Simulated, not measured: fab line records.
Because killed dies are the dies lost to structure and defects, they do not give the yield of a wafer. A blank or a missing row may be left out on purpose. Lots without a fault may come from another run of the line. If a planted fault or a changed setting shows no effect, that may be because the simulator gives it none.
The same fault as seen by 2 desks    flow rit_cmos    only its own numbers are on each desk; what lay behind them is given at the end

## THE TOOL OWNER'S DESK: rtp_anneal-02
At RIT_SDANNEAL_RTA_03 (time 5 s), the tool's own readings, given per lot that ran on this tool as the mean of the sampled wafers with a number. The brackets show how far a lot's mean lies from the usual mean; more than 4 standard deviations puts the lot out of limits, marked OUT.
Columns: A = ramp_down_c_per_s at RIT_SDANNEAL_RTA_03, usual 171.00; B = wafer_temp_C_max at RIT_SDANNEAL_RTA_03, usual 1053.6
lot   first seen here  A                        B
L311  day 3 06:59      170.99                   1053.3
L313  day 3 12:22      171.00                   1053.7
L315  day 3 22:15      171.00                   1053.5
L317  day 4 07:48      34.20 (-99 or more) OUT  1053.6
L319  day 4 17:56      34.19 (-99 or more) OUT  1053.9
L332  day 7 09:51      170.99                   1052.8
L334  day 7 19:50      170.98                   1054.6
This desk's finding: out of limits on L317, L319; first on L317, day 4 07:48 (ramp_down_c_per_s at RIT_SDANNEAL_RTA_03). L311, L313, L315, L332, L334 stayed within limits.

## METROLOGY DESK
Means of the sampled wafers that have a number, per lot and without regard to the tool the lot ran on: this is what the gauges read. The brackets show how far a lot's mean lies from the usual mean; more than 4 standard deviations puts the lot out of limits, marked OUT.
Columns: A = CONTACT_TEOS_THK at RIT_CONTACT_THK_MEAS_01, usual 399 nm
lot   first seen here  A
L311  day 3 08:05      400
L313  day 3 13:29      399
L314  day 3 19:44      394
L315  day 3 23:22      402
L317  day 4 08:55      397
L318  day 4 13:16      401
L319  day 4 19:04      401
L324  day 5 19:59      397
L326  day 6 06:32      390
L328  day 6 17:56      404
L329  day 6 22:02      399
L331  day 7 06:50      405
L332  day 7 10:58      398
L334  day 7 20:56      399
Finding of this desk: none of the 14 lots has anything out of limits.

## BROUGHT TOGETHER
The tool owner's desk had the chance to raise an alarm at day 4 07:48 on L317, L319.
The metrology desk saw nothing out of limits.
The metrology desk holds a record of L317, L319, inside its limits.
Of the lots named, all ran RIT_SDANNEAL_RTA_03 on rtp_anneal-02.

## WHAT WAS PUT IN BY THE SIMULATOR
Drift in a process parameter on rtp_anneal-02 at RIT_SDANNEAL_RTA_03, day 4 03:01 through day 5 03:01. The setting ramp_down_c_per_s was moved by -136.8, starting from 171.
Struck lots among those shown: L317, L319.
Time in hours from fault onset to the first out-of-limits reading at each desk: the tool owner's desk, 5.
